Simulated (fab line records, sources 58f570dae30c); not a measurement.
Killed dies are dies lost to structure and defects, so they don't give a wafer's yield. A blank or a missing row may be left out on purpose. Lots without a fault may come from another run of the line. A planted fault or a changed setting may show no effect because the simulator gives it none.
Split-lot experiment | flow berkeley_cmos170 | 5 lots, 23 wafers read, on a route of 331 steps

THE SPLIT
At UCB170_PLDD_COAT_01 (resist thk 900 nm), the setting resist_thk_nm was moved away from the recipe's 900 nm on 4 of the 23 wafers read, by +2.9% to +3.5%. The other wafers ran this setting at the recipe's value.

The reading is taken at the split's own step.

THE READING
KrF_of_PLDD_COAT_01.thk_nm (the simulator's own value, which no gauge read), in nm, at UCB170_PLDD_COAT_01 (resist thk 900 nm). The file gives no usual value for it. The 19 wafers here that ran the recipe average 899.5 nm, standard deviation 2.9 nm.

wafer  | tool, chamber at the split | resist_thk_nm as run, nm | against the recipe | KrF_of_PLDD_COAT_01.thk_nm, nm | against lot-mates on the recipe
L074.1 | litho_track-03, 0          | 900                      | recipe             | 903.1                          | -
L074.3 | litho_track-03, 0          | 931.4                    | +3.5%              | 931.1                          | +29.4
L074.4 | litho_track-03, 0          | 931.4                    | +3.5%              | 934                            | +32.3
L074.5 | litho_track-03, 0          | 900                      | recipe             | 899.4                          | -
L074.6 | litho_track-03, 0          | 900                      | recipe             | 902.7                          | -
L075.1 | litho_track-04, 0          | 900                      | recipe             | 894.8                          | -
L075.5 | litho_track-04, 0          | 900                      | recipe             | 894.8                          | -
L075.3 | litho_track-04, 0          | 900                      | recipe             | 897.5                          | -
L075.4 | litho_track-04, 0          | 900                      | recipe             | 896                            | -
L075.6 | litho_track-04, 0          | 900                      | recipe             | 897.7                          | -
L076.2 | litho_track-04, 0          | 900                      | recipe             | 900.3                          | -
L076.3 | litho_track-04, 0          | 900                      | recipe             | 899.2                          | -
L076.4 | litho_track-04, 0          | 900                      | recipe             | 898.3                          | -
L076.5 | litho_track-04, 0          | 900                      | recipe             | 897.7                          | -
L076.6 | litho_track-04, 0          | 900                      | recipe             | 896.7                          | -
L081.2 | litho_track-02, 0          | 900                      | recipe             | 904.3                          | -
L081.3 | litho_track-02, 0          | 900                      | recipe             | 902.3                          | -
L081.4 | litho_track-02, 0          | 900                      | recipe             | 904                            | -
L085.1 | litho_track-03, 0          | 926.4                    | +2.9%              | 928.7                          | +28.3
L085.2 | litho_track-03, 0          | 900                      | recipe             | 901                            | -
L085.4 | litho_track-03, 0          | 900                      | recipe             | 901                            | -
L085.3 | litho_track-03, 0          | 926.4                    | +2.9%              | 927.2                          | +26.8
L085.6 | litho_track-03, 0          | 900                      | recipe             | 899.3                          | -

THE FIT
A straight line over all 23 wafers: KrF_of_PLDD_COAT_01.thk_nm changes by +9.57 nm for each +1% of resist_thk_nm; r = +0.98; the points scatter about the line by 2.8 nm.
The same after taking each lot's own level away (the mean of its wafers on the recipe; 23 wafers): +9.05 nm for each +1%; r = +0.99; scatter 1.3 nm.
On that fit, the largest move of resist_thk_nm shifts the reading by 32 nm.
The lots' own levels span 896.16 to 903.53 nm, that is 2.6 times the standard deviation above.
So the lot-to-lot level changes the slope little: the two slopes agree.
Check: with one of the wafers moved furthest among these (+3.5%) left out of the fit, the line predicts +32.5 nm for it against its lot-mates. It came out at +29.4 nm against them.

OTHER SPLITS ON THESE WAFERS
These wafers also went through other splits before the reading. Each is held against what the fit with the lots' levels taken away leaves over:
other split on the same wafers       | wafers away from the commonest value | r with KrF_of_PLDD_COAT_01.thk_nm (lot level and that fit taken away)
UCB170_NWELL_IMPLANT_14 energy_kev   | 7                                    | -0.14
UCB170_PWELL_OXIDATION_02 ox_time_s  | 18                                   | -0.02
UCB170_PWELL_COAT_08 spin_rpm        | 11                                   | -0.21
UCB170_WELLDRIVE_OXIDATION_01 temp_c | 15                                   | +0.10
UCB170_ACTIVE_CVD_05 pressure_mtorr  | 15                                   | -0.12
UCB170_PFIELD_IMPLANT_07 dose_cm2    | 8                                    | +0.04
UCB170_NVT_IMPLANT_07 energy_kev     | 11                                   | +0.04
UCB170_PVT_COAT_01 resist_thk_nm     | 5                                    | +0.06
UCB170_GATE_CVD_04 temp_c            | 15                                   | +0.04
UCB170_GATE_PEB_10 peb_temp_c        | 3                                    | -0.11

THE FILE'S OWN FIT
KrF_of_PLDD_COAT_01.thk_nm changes by +9.06 nm for each +1% of resist_thk_nm, r = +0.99.
